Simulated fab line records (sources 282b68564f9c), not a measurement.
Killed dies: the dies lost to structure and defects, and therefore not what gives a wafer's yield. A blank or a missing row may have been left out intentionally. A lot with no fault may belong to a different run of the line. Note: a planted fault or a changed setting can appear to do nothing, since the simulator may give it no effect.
Matching of chambers	flow ritCmos	rieDiel-02 running RIT_ACTIVE_ETCH_13: 4 sister chambers
The step etches Si3N4 in SF6, stops on SiO2, time 210 s, target depth 210 nm. 7 wafers are shown with their chamber, then 8 later ones without.

EACH WAFER AND ITS CHAMBER
wafer	chamber	drypumpMotorCurrentA (A)	throttleValvePct (%)
L515.1	0	6.28	7.54
L515.3	2	5.50	7.62
L515.4	3	5.52	7.57
L518.1	1	5.85	7.64
L518.2	3	5.51	7.57
L518.3	2	5.50	7.62
L520.1	1	5.78	7.66

WAFERS WHOSE CHAMBER IS MISSING
wafer	drypumpMotorCurrentA (A)	throttleValvePct (%)
L520.3	5.51	7.56
L520.4	5.49	7.65
L523.1	5.48	7.65
L523.3	6.27	7.55
L523.4	5.50	7.55
L524.2	6.32	7.54
L524.5	5.50	7.57
L524.6	5.52	7.64

WHICH CHAMBER EACH ONE RAN IN
wafer	from the rows above	in truth
L520.3	3	3
L520.4	2	2
L523.1	2	2
L523.3	0	0
L523.4	3	3
L524.2	0	0
L524.5	3	3
L524.6	2	2
Placed correctly: 8 of 8. Not placeable from these rows: 0. Placed wrongly: 0.
How it was worked out, from the rows above alone: a wafer's distance from a chamber is the root of the sum, over the readings, of the square of ((its reading less the chamber's mean) divided by the reading's scatter). The wafer belongs to the nearest chamber; if the next one is less than 2 further off, it can't be placed. Each chamber's mean is taken over the wafers shown for it. The scatter is the square root of a quotient: the sum, over the shown wafers, of each reading's squared deviation from its chamber's mean, divided by wafers minus chambers.
